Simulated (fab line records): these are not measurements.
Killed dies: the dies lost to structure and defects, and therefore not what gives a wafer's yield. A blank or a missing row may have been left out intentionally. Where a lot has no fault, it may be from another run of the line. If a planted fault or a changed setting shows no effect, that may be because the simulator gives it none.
Split-lot study | flow rit-cmos | 23 wafers read from 5 lots, route of 202 steps

ABOUT THE SPLIT
At RIT_SILICIDE_SPUTTER_01 (material Ti, target thk 30 nm, time 240 s), the setting time-s was moved away from the recipe's 240 s on 8 of the 23 wafers read, by -12.0% to +11.4%. The other wafers ran this setting at the recipe's value.

THE PATH FROM SPLIT TO READING: the file shows 1 step between them
- RIT_SILICIDE_RS_MEAS_02: measures by four-point-probe

THE READING
SILICIDE_TI_THK, in nm, at RIT_SILICIDE_THK_MEAS_03 (measures by xrf). Typical for fault-free wafers on this fab line: 30.1 nm, with standard deviation 0.31 nm.

wafer  | tool, chamber at the split | time-s as run, s | against the recipe | SILICIDE_TI_THK, nm | against lot-mates on the recipe
L075.1 | pvd-sputter-03, -          | 240              | recipe             | 30.0                | -
L075.2 | pvd-sputter-03, -          | 240              | recipe             | 30.0                | -
L075.3 | pvd-sputter-03, -          | 240              | recipe             | 30.3                | -
L075.4 | pvd-sputter-03, -          | 240              | recipe             | 29.8                | -
L075.6 | pvd-sputter-03, -          | 240              | recipe             | 30.1                | -
L078.1 | pvd-sputter-04, -          | 211.3            | -12.0%             | 26.5                | -3.9
L078.2 | pvd-sputter-04, -          | 240              | recipe             | 30.4                | -
L078.4 | pvd-sputter-04, -          | 240              | recipe             | 30.5                | -
L078.5 | pvd-sputter-04, -          | 211.3            | -12.0%             | 26.9                | -3.6
L078.6 | pvd-sputter-04, -          | 211.3            | -12.0%             | 26.7                | -3.8
L079.1 | pvd-sputter-02, -          | 240              | recipe             | 29.7                | -
L079.3 | pvd-sputter-02, -          | 240              | recipe             | 29.6                | -
L079.6 | pvd-sputter-02, -          | 240              | recipe             | 30.6                | -
L082.1 | pvd-sputter-03, -          | 240              | recipe             | 29.7                | -
L082.2 | pvd-sputter-03, -          | 226              | -5.8%              | 28.4                | -1.6
L082.4 | pvd-sputter-03, -          | 240              | recipe             | 30.2                | -
L082.5 | pvd-sputter-03, -          | 240              | recipe             | 30.2                | -
L082.6 | pvd-sputter-03, -          | 226              | -5.8%              | 28.4                | -1.6
L084.1 | pvd-sputter-03, -          | 240              | recipe             | 29.9                | -
L084.2 | pvd-sputter-03, -          | 267.4            | +11.4%             | 33.3                | +3.2
L084.3 | pvd-sputter-03, -          | 267.4            | +11.4%             | 33.3                | +3.2
L084.4 | pvd-sputter-03, -          | 240              | recipe             | 30.2                | -
L084.5 | pvd-sputter-03, -          | 267.4            | +11.4%             | 33.7                | +3.7

THE FIT
A straight line over all 23 wafers: SILICIDE_TI_THK changes by +0.288 nm for each +1% of time-s; r = +0.99; the points scatter about the line by 0.27 nm.
The same after taking each lot's own level away (the mean of its wafers on the recipe; 23 wafers): +0.303 nm for each +1%; r = +0.99; scatter 0.24 nm.
According to that fit, moving time-s by its largest amount changes the reading by 3.6 nm.
Measured against the standard deviation above, the lots' own levels, which go from 29.97 to 30.45 nm, span 1.6 times it.
So the lot-to-lot level changes the slope little: the two slopes agree.
Check: with one of the wafers moved furthest among these (-12.0%) left out of the fit, the line predicts -3.57 nm for it against its lot-mates. It came out at -3.95 nm against them.

THE WHOLE CHAIN: every reading that the file lists as answering this split, in the file's order
step                     | what it does                              | reading                                                                           | change (the file's fit)               | r (the file's)
RIT_SILICIDE_SPUTTER_01  | material Ti, target thk 30 nm, time 240 s | Ti_of_SILICIDE_SPUTTER_01.thk-nm (the simulator's own value, which no gauge read) | +0.305 nm for each +1% of the setting | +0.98
RIT_SILICIDE_RS_MEAS_02  | measures by four-point-probe              | SILICIDE_TI_RS                                                                    | -0.619 for each +1% of the setting    | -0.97
RIT_SILICIDE_THK_MEAS_03 | measures by xrf                           | SILICIDE_TI_THK                                                                   | +0.303 for each +1% of the setting    | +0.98

FILE'S OWN FIT
SILICIDE_TI_THK changes by +0.303 nm for each +1% of time-s, r = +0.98.
